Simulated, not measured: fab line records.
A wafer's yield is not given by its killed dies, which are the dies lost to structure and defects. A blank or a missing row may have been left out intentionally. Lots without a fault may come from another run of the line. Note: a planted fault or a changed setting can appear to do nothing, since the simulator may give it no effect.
Matching of chambers || flow rit-cmos || RIT_GATE_ETCH_19 on rie-si-02 has 4 sister chambers
The step etches poly-Si in SF6/CHF3/O2, stops on SiO2, time 165 s, target depth 312.5 nm. 8 wafers are shown with their chamber, then 7 later ones without.

## WAFERS WITH THEIR CHAMBER
{"wafer": "L710.3", "chamber": 1, "throttle-valve-pct (%)": 10.27, "oes-product-au (a.u.)": 0.866}
{"wafer": "L712.3", "chamber": 1, "throttle-valve-pct (%)": 10.28, "oes-product-au (a.u.)": 0.863}
{"wafer": "L714.3", "chamber": 2, "throttle-valve-pct (%)": 10.44, "oes-product-au (a.u.)": 0.829}
{"wafer": "L718.3", "chamber": 3, "throttle-valve-pct (%)": 10.26, "oes-product-au (a.u.)": 0.820}
{"wafer": "L718.4", "chamber": 0, "throttle-valve-pct (%)": 10.33, "oes-product-au (a.u.)": 0.861}
{"wafer": "L718.6", "chamber": 3, "throttle-valve-pct (%)": 10.24, "oes-product-au (a.u.)": 0.825}
{"wafer": "L720.1", "chamber": 2, "throttle-valve-pct (%)": 10.43, "oes-product-au (a.u.)": 0.817}
{"wafer": "L720.2", "chamber": 0, "throttle-valve-pct (%)": 10.34, "oes-product-au (a.u.)": 0.856}

## WAFERS WHOSE CHAMBER IS MISSING
{"wafer": "L720.6", "throttle-valve-pct (%)": 10.27, "oes-product-au (a.u.)": 0.856}
{"wafer": "L724.1", "throttle-valve-pct (%)": 10.26, "oes-product-au (a.u.)": 0.862}
{"wafer": "L724.2", "throttle-valve-pct (%)": 10.44, "oes-product-au (a.u.)": 0.834}
{"wafer": "L724.5", "throttle-valve-pct (%)": 10.34, "oes-product-au (a.u.)": 0.857}
{"wafer": "L730.1", "throttle-valve-pct (%)": 10.33, "oes-product-au (a.u.)": 0.861}
{"wafer": "L730.3", "throttle-valve-pct (%)": 10.25, "oes-product-au (a.u.)": 0.832}
{"wafer": "L730.6", "throttle-valve-pct (%)": 10.34, "oes-product-au (a.u.)": 0.869}

## THE CHAMBER EACH PASSED THROUGH
{"wafer": "L720.6", "from the rows above": 1, "in truth": 1}
{"wafer": "L724.1", "from the rows above": 1, "in truth": 1}
{"wafer": "L724.2", "from the rows above": 2, "in truth": 2}
{"wafer": "L724.5", "from the rows above": 0, "in truth": 0}
{"wafer": "L730.1", "from the rows above": 0, "in truth": 0}
{"wafer": "L730.3", "from the rows above": 3, "in truth": 3}
{"wafer": "L730.6", "from the rows above": 0, "in truth": 0}
Placed correctly: 7 of 7. Number that these rows cannot place: 0. Placed wrongly: 0.
How it was worked out, from the rows above alone: a wafer's distance from a chamber is the root of the sum, over the readings, of the square of ((its reading less the chamber's mean) divided by the reading's scatter). If the next closest chamber is less than 2 further off than the closest, the wafer can't be placed; otherwise it belongs to the closest. For every chamber, the mean is computed from those of its wafers that are shown. How the scatter is found: for the shown wafers, subtract from each reading the mean of its chamber, square and add these, divide the total by (wafers less chambers), then take the root.
